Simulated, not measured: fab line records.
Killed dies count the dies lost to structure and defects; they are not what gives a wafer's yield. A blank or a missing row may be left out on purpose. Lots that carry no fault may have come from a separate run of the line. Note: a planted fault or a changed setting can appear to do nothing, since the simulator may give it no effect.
2 desks looking at one fault | flow rit cmos | numbers are kept per desk, each desk with only its own; the story behind them comes last

## METROLOGY DESK
Lot by lot, what the gauges showed, no matter which tool ran the lot: averages of those sampled wafers that carry a number. A lot is out of limits, marked OUT, if its mean lies more than 4 standard deviations from the usual mean; the brackets give that distance.
Columns: A = NWELL_TW at RIT_NWELL_TW_MEAS_10, usual 2147; B = NWELL_RS at RIT_WELLDRIVE_RS_MEAS_01, usual 271.6 ohm/sq; C = GATE_POLY_THK at RIT_GATE_THK_MEAS_09, usual 249.7 nm; D = PLDD_RS at RIT_SDANNEAL_RS_MEAS_06, usual 178.8 ohm/sq
lot  | first seen here | A    | B     | C     | D
L548 | day 1 22:36     | 2145 | 272.0 | 249.5 | 179.2
L549 | day 2 02:07     | 2162 | 271.9 | 252.6 | 178.0
L550 | day 2 08:34     | 2158 | 271.1 | 249.0 | 178.7
L551 | day 2 13:21     | 2163 | 271.6 | 249.6 | 179.5
L552 | day 2 17:52     | 2148 | 272.1 | 247.2 | 178.6
L554 | day 3 02:47     | 2135 | 272.1 | 247.1 | 178.9
L555 | day 3 09:01     | 2144 | 271.7 | 246.6 | 178.7
L556 | day 3 13:28     | 2130 | 271.0 | 249.5 | 179.0
L557 | day 3 18:51     | 2124 | 271.2 | 250.1 | 177.9
L558 | day 3 23:02     | 2131 | 271.0 | 247.4 | 178.9
L560 | day 4 09:13     | 2146 | 271.2 | 247.5 | 178.6
L564 | day 5 04:52     | 2143 | 270.0 | 250.9 | 179.4
L569 | day 6 05:53     | 2155 | 271.1 | 251.7 | 180.4
L570 | day 6 10:59     | 2154 | 271.5 | 249.5 | 180.5
This desk's verdict: no lot among the 14 shows anything out of limits.

## THE TOOL OWNER'S DESK: implanter-03
The tool's own readings at RIT_PLDD_IMPLANT_08: means of the sampled wafers that have a number, for each lot that ran on this tool. A lot is out of limits, marked OUT, if its mean lies more than 4 standard deviations from the usual mean; the brackets give that distance.
Columns: A = beam energy keV at RIT_PLDD_IMPLANT_08, usual 20.001
lot  | first seen here | A
L548 | day 2 20:20     | 19.999
L550 | day 3 06:40     | 20.002
L551 | day 3 10:39     | 19.995
L552 | day 3 17:07     | 20.010
L554 | day 4 00:16     | 19.994
L557 | day 4 16:58     | 19.994
L569 | day 7 06:00     | 19.558 (-72) OUT
L570 | day 7 11:05     | 19.557 (-72) OUT
This desk's finding: out of limits on L569, L570; first on L569, day 7 06:00 (beam energy keV at RIT_PLDD_IMPLANT_08). L548, L550, L551, L552, L554, L557 stayed within limits.

## TAKEN TOGETHER
The tool owner's desk could have raised an alarm at day 7 06:00, on L569, L570.
The metrology desk saw nothing out of limits.
The metrology desk has L569, L570 on record, within its limits.
The lots listed all ran RIT_PLDD_IMPLANT_08 on implanter-03.

## WHAT THE SIMULATOR PUT IN
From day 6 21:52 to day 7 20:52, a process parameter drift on implanter-03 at RIT_PLDD_IMPLANT_08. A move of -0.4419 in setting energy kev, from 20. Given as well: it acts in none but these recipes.
Struck lots among those shown: L569, L570.
Time in hours from fault onset to the first out-of-limits reading at each desk: the tool owner's desk, 8.
